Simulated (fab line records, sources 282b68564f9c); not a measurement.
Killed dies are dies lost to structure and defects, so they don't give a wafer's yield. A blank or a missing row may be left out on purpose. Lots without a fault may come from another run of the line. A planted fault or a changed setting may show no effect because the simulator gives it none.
fab line records | flow rit_cmos
record lots=6 wafers=18 last_day=7
route steps=202 shown NLDD@105 PLDD@114 M1@202
lots that met no fault: from a run of the same line without faults
start_h: hours from the record's first day to the start of the lot's first wafer shown | wait_h: hours since the lot's step before | " the same as in the row above | L1.1+2: a row that stands for several wafers | - no value, or no start given | * or withheld: withheld | < > ~ a bound
route shown NAME@n: a module of which the file shows steps, and the number in the route of the first | usual: mean/standard deviation of fault-free wafers | same: alike in all rows | chamber/n: place in a boat | sites: the reading at each site | _std_site: their standard deviation | _edge_site: outer sites' mean less inner sites' | radius_mm: how far each site lies from the wafer's centre | mask NAME#n: copy n | behind: the tool/chamber that last shaped the wafer | hold: why the lot was held/for how many hours/how that ended | device: the transistor (n, p or np) that didn't switch | end of line: the same wafers' tests at the end of the route | a step without rows: its recipe alone | killed: dies lost to structure and defects at the first sort, not the wafer's yield | map: a wafer's dies, x killed, . not, _ none there
set.NAME: the setting as run; set.NAME@STEP: as run at that earlier step | model.NAME: the simulator's own value behind a step, which no gauge read
lots at some steps of the route; a table a step, a row a wafer
services: from which hour (start_h, from the record's first day; less than 0 if before it) a tool's chamber was out of use, for how many hours, and why
## steps
# step RIT_NLDD_SOFTBAKE_02
# recipe resist=NOVOLAK temp_c=90 time_s=60
# step RIT_NLDD_EXPOSE_03
# recipe mask_id=M7 na=0.57 target_cd_nm=40700 dose_mj=250
# step RIT_NLDD_PEB_04
# recipe resist=NOVOLAK temp_c=withheld time_s=withheld
# step RIT_NLDD_DEVELOP_05
# recipe resist=NOVOLAK develop_time_s=50 dev_temp_c=23
# step RIT_NLDD_OVL_MEAS_06
# usual NLDD_OVL=0.1/1.4
# columns lot.wafer tool chamber start_h wait_h NLDD_OVL[nm]
L114.1 overlay-02 - 55.91 - -0.3
L114.4 " - " " -1.3
L114.6 " - " " -0.5
L120.1 overlay-02 - 85.51 - 2.2
L120.5 " - " " 1.5
L120.6 " - " " 0.3
L123.1 overlay-01 - 97.27 - -0.6
L123.2 " - " " 1.0
L123.6 " - " " 0.3
L124.1 overlay-01 - 107.03 - -1.4
L124.5 " - " " 1.4
L124.6 " - " " 0.9
L129.2 overlay-01 - 127.46 - -3.4
L129.4 " - " " -1.3
L129.5 " - " " -2.0
L134.1 overlay-02 - 154.73 - 0.7
L134.2 " - " " -0.8
L134.3 " - " " -0.1
# step RIT_NLDD_HARDBAKE_07
# recipe resist=NOVOLAK temp_c=140 time_s=60
# step RIT_NLDD_IMPLANT_08
# recipe species=P energy_kev=20 dose_cm2=5e+14 tilt_deg=7
# step RIT_NLDD_STRIP_09
# recipe chemistry=O2 time_s=180 resist=NOVOLAK platen_temp_c=withheld power_w=500 pressure_mtorr=4000 o2_flow_sccm=4000
# usual drypump_motor_current_A=6.00/0.28
# columns lot.wafer tool chamber start_h wait_h drypump_motor_current_A rf_hours_counter_h
L114.1 plasma_asher-04 1 56.25 0.1 5.49 40
L114.4 " 1 " " 5.50 -
L114.6 " 0 " " 6.22 -
L120.1 plasma_asher-03 1 85.85 0.1 5.80 29
L120.5 " 1 " " 5.80 -
L120.6 " 0 " " 5.93 -
L123.1 plasma_asher-02 1 97.61 0.1 5.93 46
L123.2 " 0 " " 6.31 46
L123.6 " 0 " " 6.30 -
L124.1 plasma_asher-02 1 107.37 0.1 5.92 47
L124.5 " 0 " " 6.35 -
L124.6 " 1 " " 5.93 -
L129.2 plasma_asher-02 1 127.79 0.1 5.95 50
L129.4 " 1 " " 5.95 -
L129.5 " 1 " " 5.94 -
L134.1 plasma_asher-03 0 155.06 0.1 5.93 36
L134.2 " 1 " " 5.81 36
L134.3 " 1 " " 5.81 -
# step RIT_NLDD_TW_MEAS_10
# usual NLDD_TW=2490/26
# columns lot.wafer tool chamber start_h wait_h NLDD_TW
L114.1 film_metro-03 - 56.42 0.1 2524
L114.4 " - " " 2515
L114.6 " - " " 2516
L120.1 film_metro-01 - 86.02 0.1 2505
L120.5 " - " " 2514
L120.6 " - " " 2517
L123.1 film_metro-03 - 97.78 0.1 2538
L123.2 " - " " 2519
L123.6 " - " " 2515
L124.1 film_metro-04 - 107.54 0.1 2503
L124.5 " - " " 2503
L124.6 " - " " 2503
L129.2 film_metro-01 - 127.97 0.1 2464
L129.4 " - " " 2460
L129.5 " - " " 2464
L134.1 film_metro-03 - 155.24 0.1 2521
L134.2 " - " " 2521
L134.3 " - " " 2516
# step RIT_PLDD_HMDS_00
# recipe prime_time_s=60 prime_temp_c=140
# step RIT_PLDD_COAT_01
# recipe resist=NOVOLAK spin_rpm=3250 resist_thk_nm=1000
# step RIT_PLDD_SOFTBAKE_02
# recipe resist=NOVOLAK temp_c=90 time_s=60
# step RIT_PLDD_EXPOSE_03
# recipe mask_id=M8 na=0.57 target_cd_nm=40900 dose_mj=250
# same na=0.57
# columns lot.wafer tool chamber start_h wait_h mask
L114.1+4+6 iline_stepper-01 0 57.06 0.2 M8#0
L120.1+5+6 iline_stepper-01 0 86.53 0.1 M8#0
L123.1+2+6 iline_stepper-01 0 98.42 0.2 M8#0
L124.1+5+6 iline_stepper-01 0 108.05 0.1 M8#0
L129.2+4+5 iline_stepper-02 0 128.62 0.2 M8#0
L134.1+2+3 iline_stepper-02 0 155.87 0.2 M8#0
# step RIT_PLDD_PEB_04
# recipe resist=NOVOLAK temp_c=withheld time_s=withheld
# step RIT_PLDD_DEVELOP_05
# recipe resist=NOVOLAK develop_time_s=50 dev_temp_c=23
# step RIT_PLDD_OVL_MEAS_06
# usual PLDD_OVL=0.3/1.2
# columns lot.wafer tool chamber start_h wait_h PLDD_OVL[nm]
L114.1 overlay-02 - 57.46 - 1.9
L114.4 " - " " 2.0
L114.6 " - " " 0.6
L120.1 overlay-02 - 86.93 - 1.6
L120.5 " - " " -1.2
L120.6 " - " " 1.7
L123.1 overlay-02 - 98.82 - 4.0
L123.2 " - " " 3.7
L123.6 " - " " 4.0
L124.1 overlay-02 - 108.45 - 4.4
L124.5 " - " " 4.0
L124.6 " - " " 3.1
L129.2 overlay-02 - 129.00 - -1.4
L129.4 " - " " -0.4
L129.5 " - " " 0.1
L134.1 overlay-01 - 156.27 - -0.1
L134.2 " - " " -0.1
L134.3 " - " " 0.8
# step RIT_PLDD_HARDBAKE_07
# recipe resist=NOVOLAK temp_c=140 time_s=60
# step RIT_M1_PROBE_99
# usual killed_at_contacts=0.1/0.24 killed_at_front_end=7/3.2 killed_dies=7/3.2 killed_open=3.6/2.1 killed_short=3.5/2
# same gross_dies=264 killed_at_M0_to_M3=0 killed_at_M4_up=0 killed_at_back_side=0 killed_at_other=0
# columns lot.wafer tool chamber start_h wait_h killed_at_contacts killed_at_front_end killed_dies killed_open killed_short
L114.1 prober-02 - 72.42 0.1 0 12 12 5 7
L114.4 prober-02 - 72.57 0.2 0 8 8 5 3
L114.6 prober-02 - 72.67 0.2 0 6 6 4 2
L120.1 prober-02 - 101.90 0.1 0 7 7 5 2
L120.5 prober-02 - 102.10 0.2 0 4 4 3 1
L120.6 prober-02 - 102.15 0.2 0 2 2 2 0
L123.2 prober-01 - 112.99 0.1 0 9 9 4 5
L123.6 prober-01 - 113.19 0.2 1 10 11 5 6
L124.1 prober-02 - 122.51 0.1 0 7 7 4 3
L124.5 prober-02 - 122.71 0.2 0 8 8 6 2
L124.6 prober-02 - 122.76 0.2 0 5 5 3 2
# killed by level:class
L114.1 SILICIDE:geometric_particle:open=3 FOX1:geometric_particle:short=2 FOX2:geometric_particle:short=2 GATE:geometric_particle:short=2 GATE:geometric_particle:open=1 REOX:geometric_particle:short=1 REOX:geometric_particle:open=1
L114.4 GATE:geometric_particle:short=2 GATE:geometric_particle:open=2 SPACER:geometric_particle:open=2 REOX:geometric_particle:short=1 REOX:geometric_particle:open=1
L114.6 FOX2:geometric_particle:open=2 SPACER:geometric_particle:short=2 GATE:geometric_particle:open=1 SPACER:geometric_particle:open=1
L120.1 SPACER:geometric_particle:open=2 FOX2:geometric_particle:open=1 GATE:geometric_particle:open=1 GATE:geometric_particle:short=1 SILICIDE:geometric_particle:open=1 SILICIDE:geometric_particle:short=1
L120.5 FOX1:geometric_particle:open=1 GATE:geometric_particle:open=1 GATE:geometric_particle:short=1 SILICIDE:geometric_particle:open=1
L120.6 GATE:geometric_particle:open=2
L123.2 GATE:geometric_particle:short=2 REOX:geometric_particle:open=2 SPACER:geometric_particle:open=2 REOX:geometric_particle:short=1 SPACER:geometric_particle:short=1 SILICIDE:geometric_particle:short=1
L123.6 GATE:geometric_particle:short=3 GATE:geometric_particle:open=2 SILICIDE:geometric_particle:open=2 FOX2:geometric_particle:short=1 SPACER:geometric_particle:short=1 SPACER:geometric_particle:open=1 CONTACT:geometric_particle:short=1
L124.1 FOX1:geometric_particle:open=2 GATE:geometric_particle:short=1 GATE:geometric_particle:open=1 REOX:geometric_particle:short=1 SPACER:geometric_particle:short=1 SPACER:geometric_particle:open=1
L124.5 FOX1:geometric_particle:open=2 SILICIDE:geometric_particle:open=2 FOX1:geometric_particle:short=1 GATE:geometric_particle:open=1 SPACER:geometric_particle:short=1 SPACER:geometric_particle:open=1
L124.6 GATE:geometric_particle:open=2 GATE:geometric_particle:short=1 SPACER:geometric_particle:short=1 SPACER:geometric_particle:open=1
## services
# columns tool chamber start_h hours kind
plasma_asher-02 - 33.44 0.7 repair
iline_stepper-01 - 74.22 2.2 repair
plasma_asher-04 - 108.75 9.0 pm
plasma_asher-04 0 108.75 9.0 vent_cycle
plasma_asher-04 1 108.75 9.0 vent_cycle
plasma_asher-03 - 109.64 4.5 repair
plasma_asher-04 0 117.75 - clean
plasma_asher-04 1 117.75 - clean
plasma_asher-04 - 135.38 1.3 repair
plasma_asher-04 - 138.57 1.2 repair
## key
first_sign step=RIT_PLDD_OVL_MEAS_06 reading=PLDD_OVL direction=up sigmas=3.1 usual=0.3 struck=3.9
effect none on later readings
met_at RIT_PLDD_EXPOSE_03
struck_wafers L123.1,L123.2,L123.6,L124.1,L124.5,L124.6
tester_left_out L123,L124
onset_between 86.53 98.42
fault kind=process_parameter_drift tool=iline_stepper-01 chamber=- onset_h=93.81 steps=RIT_PLDD_EXPOSE_03 channel=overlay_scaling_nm offset=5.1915 shape=step end_h=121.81
# tester_left_out: of these lots the tester's yield and bins aren't shown, on N5 and GAA mostly nor the transistor test; their killed dies are dies lost to structure and defects alone, not to doping, threshold or leakage, so they don't give the yield
